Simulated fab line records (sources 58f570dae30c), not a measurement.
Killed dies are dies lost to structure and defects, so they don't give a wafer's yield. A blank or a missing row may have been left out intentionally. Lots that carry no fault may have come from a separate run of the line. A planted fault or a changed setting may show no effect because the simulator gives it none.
fab line records	flow berkeleyCmos170
[record] lots = 14	wafers = 42	lastDay = 13
route steps=331 shown NVT@112 GATE@138 NLDD@168 PSD@184 SILICIDE@211
lots with no fault: from the same line, run without faults
startH: the number of hours between the record's first day and the start of the first shown wafer of the lot	waitH: hours from the lot's prior step to this one	" same as the row above	L1.1+2: a row that stands for several wafers	- value missing, or start not given	* or withheld: withheld	< > ~ a bound
route shown NAME@n: NAME is a module with steps in the file, n the number in the route of the first one	usual: mean and standard deviation over wafers with no fault	same: alike in all rows	chamber/n: place in a boat	sites: the reading at each site	_std_site: the values' standard deviation	_edge_site: mean of outer sites minus mean of inner sites	radiusMm: for every site, how far away it sits from the centre of the wafer	mask NAME#n: copy n	behind: the most recent tool/chamber to have shaped the wafer	hold: reason for holding the lot/hours on hold/outcome of the hold	device: names the non-switching transistor (n, p or np)	end of line: at the end of the route, the tests of the same wafers	a step with no rows: only its recipe	killed: dies that structure and defects cost at the first sort, which is not the same as the wafer's yield	map: the dies of a wafer, with x for killed, . for not killed, _ for no die there
set.NAME: setting as actually run; set.NAME@STEP: the setting as run at that earlier step	model.NAME: the simulator's own value behind a step, which no gauge read
one table for each step of the route and one row for each wafer, over a sample of lots
services: from which hour (startH, from the record's first day; less than 0 if before it) a tool's chamber was out of use, for how many hours, and why
[[steps]]
[step UCB170_NVT_STRIP_08]
[recipe] chemistry = O2	powerW = 400	pressureMtorr = 3500	platenTempC = withheld	o2FlowSccm = 400	overashFraction = 0.5
[usual] chamberPressureMTorr = 3500/3.3	drypumpMotorCurrentA = 6.1/0.36	oesProductAu = 0.735/0.0041	stripTimeToEndpointS = 21.62/0.059
lot.wafer	tool	chamber	startH	waitH	chamberPressureMTorr	drypumpMotorCurrentA	oesProductAu	rfHoursCounterH	stripTimeToEndpointS
L208.1	plasmaAsher-01	1	134.91	0.1	3501	5.4	0.734	33	21.66
L208.4	"	0	"	"	3503	6.2	0.740	-	21.67
L208.6	"	0	"	"	3494	6.2	0.737	-	21.67
L211.1	plasmaAsher-02	1	143.62	0.1	3504	6.1	0.741	44	21.74
L211.4	"	1	"	"	3504	6.1	0.732	-	21.76
L211.5	"	0	"	"	3501	6.4	0.732	-	21.68
L216.1	plasmaAsher-02	1	161.35	0.1	3500	6.1	0.734	46	21.69
L216.3	"	1	"	"	3504	6.1	0.736	-	21.69
L216.4	"	0	"	"	3502	6.4	0.732	-	21.71
L214.1	plasmaAsher-02	0	161.70	0.1	3498	6.4	0.731	46	21.55
L214.2	"	1	"	"	3505	6.1	0.737	46	21.60
L214.4	"	0	"	"	3499	6.4	0.735	-	21.60
L218.4	plasmaAsher-01	0	173.48	0.1	3497	6.2	0.738	-	21.54
L218.5	"	1	"	"	3498	5.5	0.735	-	21.56
L218.6	"	0	"	"	3501	6.2	0.742	-	21.53
L222.3	plasmaAsher-01	0	208.23	0.1	3499	6.2	0.733	-	21.67
L222.5	"	0	"	"	3500	6.2	0.735	-	21.67
L222.6	"	1	"	"	3497	5.4	0.737	-	21.76
L223.1	plasmaAsher-02	0	208.32	0.1	3500	6.4	0.734	50	21.64
L223.2	"	1	"	"	3500	6.2	0.737	50	21.58
L223.6	"	0	"	"	3503	6.4	0.735	-	21.58
L221.2	plasmaAsher-04	0	208.43	0.1	3504	6.4	0.731	50	21.56
L221.5	"	1	"	"	3495	5.5	0.741	-	21.68
L221.6	"	0	"	"	3503	6.4	0.734	-	21.67
L224.2	plasmaAsher-01	0	221.01	0.1	3498	6.2	0.735	42	21.58
L224.3	"	1	"	"	3503	5.5	0.741	-	21.63
L224.5	"	1	"	"	3503	5.5	0.738	-	21.66
L227.1	plasmaAsher-01	0	221.40	0.1	3503	6.2	0.730	42	21.54
L227.2	"	1	"	"	3503	5.4	0.736	42	21.55
L227.6	"	0	"	"	3498	6.2	0.734	-	21.53
L225.1	plasmaAsher-04	1	221.51	0.1	3507	5.5	0.740	51	21.65
L225.3	"	1	"	"	3500	5.5	0.740	-	21.66
L225.6	"	1	"	"	3502	5.5	0.735	-	21.69
L229.1	plasmaAsher-01	0	234.00	0.1	3502	6.2	0.735	43	21.62
L229.2	"	1	"	"	3503	5.5	0.736	43	21.63
L229.6	"	0	"	"	3504	6.2	0.733	-	21.68
L228.1	plasmaAsher-02	1	234.24	0.1	3501	6.1	0.736	53	21.57
L228.2	"	0	"	"	3498	6.4	0.737	53	21.66
L228.6	"	1	"	"	3492	6.1	0.737	-	21.60
L230.3	plasmaAsher-02	0	247.66	0.1	3500	6.4	0.737	-	21.54
L230.4	"	1	"	"	3499	6.1	0.733	-	21.60
L230.6	"	0	"	"	3498	6.4	0.728	-	21.58
[step UCB170_GATE_CD_MEAS_12]
[recipe] targetCdNm = 350
[usual] cdNm = 349.3/1.6
lot.wafer	tool	chamber	startH	waitH	cdNm
L208.1	cdSem-02	-	152.42	-	347.8
L208.4	"	-	"	"	347.5
L208.6	"	-	"	"	348.0
L211.1	cdSem-02	-	161.09	-	348.3
L211.4	"	-	"	"	350.0
L211.5	"	-	"	"	348.7
L216.1	cdSem-02	-	180.13	-	347.8
L216.3	"	-	"	"	348.7
L216.4	"	-	"	"	348.5
L214.1	cdSem-02	-	180.40	-	348.7
L214.2	"	-	"	"	350.8
L214.4	"	-	"	"	349.8
L218.4	cdSem-02	-	189.84	-	346.3
L218.5	"	-	"	"	347.5
L218.6	"	-	"	"	347.7
L221.2	cdSem-02	-	224.60	-	350.3
L221.5	"	-	"	"	351.8
L221.6	"	-	"	"	349.3
L223.1	cdSem-01	-	224.82	-	348.4
L223.2	"	-	"	"	348.2
L223.6	"	-	"	"	348.7
L222.3	cdSem-01	-	225.14	-	350.6
L222.5	"	-	"	"	349.7
L222.6	"	-	"	"	350.5
L224.2	cdSem-01	-	236.96	-	351.4
L224.3	"	-	"	"	350.7
L224.5	"	-	"	"	349.2
L227.1	cdSem-01	-	237.39	-	349.0
L227.2	"	-	"	"	348.2
L227.6	"	-	"	"	347.6
L225.1	cdSem-02	-	237.64	-	348.4
L225.3	"	-	"	"	346.8
L225.6	"	-	"	"	347.5
L229.1	cdSem-01	-	255.97	-	351.6
L229.2	"	-	"	"	352.0
L229.6	"	-	"	"	349.9
L228.1	cdSem-01	-	256.12	-	346.9
L228.2	"	-	"	"	347.4
L228.6	"	-	"	"	347.6
L230.3	cdSem-01	-	264.91	-	350.2
L230.4	"	-	"	"	351.3
L230.6	"	-	"	"	350.1
[step UCB170_NLDD_STRIP_10]
[recipe] chemistry = O2	powerW = 400	pressureMtorr = 3500	platenTempC = withheld	o2FlowSccm = 400	overashFraction = 0.5
[usual] chamberPressureMTorr = 3500/3	drypumpMotorCurrentA = 6.0/0.39	oesProductAu = 0.734/0.0047	stripTimeToEndpointS = 21.62/0.05
lot.wafer	tool	chamber	startH	waitH	chamberPressureMTorr	drypumpMotorCurrentA	oesProductAu	rfHoursCounterH	stripTimeToEndpointS
L208.1	plasmaAsher-02	0	156.62	0.1	3498	6.4	0.734	45	21.69
L208.4	"	1	"	"	3499	6.1	0.732	-	21.67
L208.6	"	0	"	"	3506	6.4	0.735	-	21.72
L211.1	plasmaAsher-02	1	165.48	0.1	3504	6.1	0.740	46	21.68
L211.4	"	0	"	"	3499	6.4	0.732	-	21.65
L211.5	"	0	"	"	3499	6.4	0.729	-	21.58
L216.1	plasmaAsher-01	0	184.38	0.1	3500	6.2	0.728	38	21.65
L216.3	"	1	"	"	3504	5.5	0.728	-	21.63
L216.4	"	0	"	"	3496	6.2	0.726	-	21.69
L214.1	plasmaAsher-04	0	184.74	0.1	-	-	-	-	-
L214.2	"	1	"	"	-	-	-	-	-
L214.4	"	0	"	"	-	-	-	-	-
L218.4	plasmaAsher-04	0	194.64	0.1	-	-	-	-	-
L218.5	"	1	"	"	-	-	-	-	-
L218.6	"	0	"	"	-	-	-	-	-
L221.2	plasmaAsher-01	0	228.80	0.1	3497	6.2	0.731	43	21.63
L221.5	"	0	"	"	3501	6.2	0.742	-	21.64
L221.6	"	1	"	"	3503	5.5	0.728	-	21.61
L223.1	plasmaAsher-02	0	229.04	0.1	3496	6.4	0.740	53	21.51
L223.2	"	1	"	"	3505	6.1	0.745	53	21.51
L223.6	"	0	"	"	3497	6.4	0.728	-	21.56
L222.3	plasmaAsher-04	0	229.32	0.1	3500	6.4	0.743	-	21.61
L222.5	"	0	"	"	3498	6.4	0.728	-	21.69
L222.6	"	1	"	"	3498	5.5	0.737	-	21.65
L224.2	plasmaAsher-04	1	241.52	0.1	3503	5.5	0.732	53	21.61
L224.3	"	0	"	"	3499	6.3	0.737	-	21.58
L224.5	"	1	"	"	3498	5.5	0.736	-	21.69
L227.1	plasmaAsher-01	1	242.09	0.1	3498	5.5	0.738	44	21.66
L227.2	"	0	"	"	3503	6.2	0.733	44	21.68
L227.6	"	0	"	"	3501	6.2	0.739	-	21.67
L225.1	plasmaAsher-04	1	242.36	0.1	3498	5.5	0.731	54	21.56
L225.3	"	0	"	"	3498	6.4	0.737	-	21.62
L225.6	"	0	"	"	3497	6.4	0.739	-	21.60
L229.1	plasmaAsher-02	1	261.01	0.1	3501	6.2	0.731	55	21.62
L229.2	"	0	"	"	3495	6.4	0.730	55	21.65
L229.6	"	0	"	"	3501	6.4	0.741	-	21.70
L228.1	plasmaAsher-01	1	261.11	0.1	3510	5.5	0.735	46	21.56
L228.2	"	0	"	"	3505	6.2	0.731	46	21.61
L228.6	"	1	"	"	3500	5.5	0.737	-	21.59
L230.3	plasmaAsher-01	1	268.86	0.1	3497	5.5	0.731	-	21.59
L230.4	"	0	"	"	3502	6.1	0.732	-	21.63
L230.6	"	0	"	"	3496	6.2	0.727	-	21.62
[step UCB170_PSD_STRIP_09]
[recipe] chemistry = O2	powerW = 400	pressureMtorr = 3500	platenTempC = withheld	o2FlowSccm = 400	overashFraction = 0.5
[usual] chamberPressureMTorr = 3500/3.3	drypumpMotorCurrentA = 5.8/0.38	oesProductAu = 0.601/0.0046	stripTimeToEndpointS = 29.40/0.086
lot.wafer	tool	chamber	startH	waitH	chamberPressureMTorr	drypumpMotorCurrentA	oesProductAu	rfHoursCounterH	stripTimeToEndpointS
L208.1	plasmaAsher-04	0	164.56	0.1	3500	6.4	0.602	45	29.46
L208.4	"	0	"	"	3499	6.4	0.603	-	29.41
L208.6	"	1	"	"	3499	5.5	0.598	-	29.41
L211.1	plasmaAsher-01	0	173.04	0.1	3502	6.2	0.603	37	29.43
L211.4	"	0	"	"	3498	6.2	0.595	-	29.50
L211.5	"	1	"	"	3494	5.4	0.602	-	29.50
L214.1	plasmaAsher-01	1	191.38	0.1	3502	5.5	0.675	39	55.48
L214.2	"	0	"	"	3497	6.2	0.669	39	55.46
L214.4	"	0	"	"	3499	6.2	0.675	-	55.48
L216.1	plasmaAsher-03	1	191.49	0.1	3502	5.5	0.599	8	29.47
L216.3	"	1	"	"	3503	5.5	0.609	-	29.56
L216.4	"	0	"	"	3505	5.8	0.602	-	29.52
L218.4	plasmaAsher-04	1	202.56	0.1	3502	5.5	0.665	-	55.59
L218.5	"	1	"	"	3498	5.5	0.661	-	55.51
L218.6	"	0	"	"	3494	6.4	0.661	-	55.47
L221.2	plasmaAsher-04	0	237.58	0.1	3497	6.4	0.604	53	29.29
L221.5	"	1	"	"	3500	5.5	0.605	-	29.37
L221.6	"	0	"	"	3506	6.4	0.599	-	29.32
L222.3	plasmaAsher-01	0	237.85	0.1	3498	6.2	0.598	-	29.43
L222.5	"	1	"	"	3498	5.5	0.604	-	29.42
L222.6	"	0	"	"	3497	6.1	0.594	-	29.41
L223.1	plasmaAsher-04	0	238.06	0.1	3500	6.4	0.603	53	29.35
L223.2	"	1	"	"	3500	5.5	0.593	53	29.35
L223.6	"	1	"	"	3501	5.5	0.593	-	29.32
L224.2	plasmaAsher-03	0	250.68	0.1	3500	5.8	0.602	13	29.34
L224.3	"	0	"	"	3504	5.8	0.603	-	29.35
L224.5	"	0	"	"	3498	5.8	0.605	-	29.35
L225.1	plasmaAsher-01	0	250.68	0.1	3497	6.2	0.605	45	29.53
L225.3	"	0	"	"	3507	6.2	0.599	-	29.44
L225.6	"	1	"	"	3504	5.5	0.603	-	29.47
L227.1	plasmaAsher-01	1	250.96	0.1	3497	5.5	0.609	45	29.44
L227.2	"	0	"	"	3500	6.2	0.605	45	29.42
L227.6	"	1	"	"	3500	5.5	0.597	-	29.34
L229.1	plasmaAsher-03	0	268.85	0.1	3501	5.8	0.600	16	29.46
L229.2	"	1	"	"	3502	5.5	0.601	16	29.55
L229.6	"	0	"	"	3494	5.8	0.603	-	29.48
L228.1	plasmaAsher-04	0	268.95	0.1	3498	6.4	0.600	57	29.49
L228.2	"	1	"	"	3496	5.5	0.602	57	29.43
L228.6	"	1	"	"	3500	5.5	0.598	-	29.45
L230.3	plasmaAsher-03	1	275.09	0.1	3503	5.5	0.608	-	29.27
L230.4	"	0	"	"	3498	5.9	0.592	-	29.29
L230.6	"	1	"	"	3497	5.5	0.606	-	29.25
[step UCB170_PSD_TW_MEAS_10]
[usual] PSD_TW = 2324/22
lot.wafer	tool	chamber	startH	waitH	PSD_TW
L208.1	filmMetro-02	-	164.66	0.1	2350
L208.4	"	-	"	"	2358
L208.6	"	-	"	"	2344
L211.1	filmMetro-04	-	173.14	0.1	2308
L211.4	"	-	"	"	2304
L211.5	"	-	"	"	2316
L214.1	filmMetro-04	-	191.48	0.1	30
L214.2	"	-	"	"	30
L214.4	"	-	"	"	30
L216.1	filmMetro-02	-	191.59	0.1	2335
L216.3	"	-	"	"	2346
L216.4	"	-	"	"	2347
L218.4	filmMetro-04	-	202.65	0.1	30
L218.5	"	-	"	"	30
L218.6	"	-	"	"	30
L221.2	filmMetro-02	-	237.69	0.1	2348
L221.5	"	-	"	"	2350
L221.6	"	-	"	"	2338
L222.3	filmMetro-03	-	237.94	0.1	2331
L222.5	"	-	"	"	2329
L222.6	"	-	"	"	2319
L223.1	filmMetro-04	-	238.16	0.1	2289
L223.2	"	-	"	"	2295
L223.6	"	-	"	"	2301
L225.1	filmMetro-03	-	250.78	0.1	2342
L225.3	"	-	"	"	2346
L225.6	"	-	"	"	2339
L224.2	filmMetro-02	-	250.79	0.1	2356
L224.3	"	-	"	"	2353
L224.5	"	-	"	"	2359
L227.1	filmMetro-03	-	251.06	0.1	2347
L227.2	"	-	"	"	2338
L227.6	"	-	"	"	2333
L229.1	filmMetro-03	-	268.95	0.1	2319
L229.2	"	-	"	"	2323
L229.6	"	-	"	"	2325
L228.1	filmMetro-04	-	269.05	0.1	2290
L228.2	"	-	"	"	2302
L228.6	"	-	"	"	2291
L230.3	filmMetro-02	-	275.18	0.1	2348
L230.4	"	-	"	"	2362
L230.6	"	-	"	"	2352
[step UCB170_SILICIDE_SPUTTER_01]
[recipe] material = Ti	targetThkNm = 30	timeS = 25	powerW = 1500	chamberPressurePa = 0.5
[usual] throttleValvePct = 30.3/0.88
lot.wafer	tool	chamber	startH	waitH	throttleValvePct
L208.1	pvdSputter-02	-	168.65	0.0	30.8
L208.4	"	-	"	"	30.7
L208.6	"	-	"	"	28.7
L211.1	pvdSputter-04	-	177.28	0.0	30.8
L211.4	"	-	"	"	30.8
L211.5	"	-	"	"	31.0
L214.1	pvdSputter-02	-	195.64	0.0	30.8
L214.2	"	-	"	"	28.3
L214.4	"	-	"	"	29.4
L216.1	pvdSputter-04	-	196.21	0.0	31.1
L216.3	"	-	"	"	30.8
L216.4	"	-	"	"	30.8
L218.4	pvdSputter-01	-	205.97	0.0	29.0
L218.5	"	-	"	"	30.9
L218.6	"	-	"	"	30.4
L222.3	pvdSputter-04	-	242.36	0.0	31.1
L222.5	"	-	"	"	31.1
L222.6	"	-	"	"	30.9
L221.2	pvdSputter-02	-	242.56	0.0	31.1
L221.5	"	-	"	"	31.0
L221.6	"	-	"	"	28.4
L223.1	pvdSputter-01	-	242.98	0.0	30.9
L223.2	"	-	"	"	30.3
L223.6	"	-	"	"	30.6
L224.2	pvdSputter-02	-	253.96	0.0	30.8
L224.3	"	-	"	"	30.9
L224.5	"	-	"	"	31.0
L225.1	pvdSputter-04	-	254.15	0.0	30.8
L225.3	"	-	"	"	31.0
L225.6	"	-	"	"	30.9
L227.1	pvdSputter-02	-	254.54	0.0	28.4
L227.2	"	-	"	"	29.4
L227.6	"	-	"	"	28.7
L228.1	pvdSputter-02	-	272.41	0.0	30.7
L228.2	"	-	"	"	28.6
L228.6	"	-	"	"	29.3
L229.1	pvdSputter-01	-	272.61	0.0	30.7
L229.2	"	-	"	"	29.2
L229.6	"	-	"	"	30.5
L230.3	pvdSputter-04	-	278.48	0.0	30.7
L230.4	"	-	"	"	31.1
L230.6	"	-	"	"	31.2
[[services]]
tool	chamber	startH	hours	kind
plasmaAsher-03	0	117.81	-	clean
plasmaAsher-03	1	117.81	-	clean
pvdSputter-04	-	118.86	1.6	repair
pvdSputter-04	-	121.24	3.2	repair
plasmaAsher-04	-	125.17	15.6	pm
pvdSputter-02	-	130.24	0.5	repair
pvdSputter-04	-	163.37	2.1	repair
pvdSputter-01	-	191.67	3.1	repair
plasmaAsher-03	-	218.62	8.3	repair
plasmaAsher-02	-	236.25	7.7	repair
[[key]]
[firstSign] step = UCB170_NLDD_STRIP_10	reading = toolRecord	direction = missing
[effect] step = UCB170_PSD_STRIP_09	reading = stripTimeToEndpointS	direction = up	sigmas = 99+	usual = *	struck = *
[effect] step = UCB170_PSD_TW_MEAS_10	reading = PSD_TW	direction = down	sigmas = 99+	usual = 2324	struck = 30
metAt UCB170_NLDD_STRIP_10
struckLots L214,L218
sortLeftOut L214.1,L214.2,L214.4,L218.4,L218.5,L218.6
testerLeftOut L214,L218
notActingAt UCB170_NVT_STRIP_08,UCB170_GATE_CD_MEAS_12,UCB170_SILICIDE_SPUTTER_01
[fault] kind = skippedStepWhole	tool = plasmaAsher-04	chamber = -	onsetH = 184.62	steps = UCB170_NLDD_STRIP_10	scope = struckLotsOnly
// testerLeftOut: of these lots the tester's yield and bins aren't shown, on N5 and GAA mostly nor the transistor test; their killed dies are dies lost to structure and defects alone, not to doping, threshold or leakage, so they don't give the yield
// sortLeftOut: the simulated sort isn't trusted on such a fault, so these wafers' sort isn't shown, and their yield isn't known
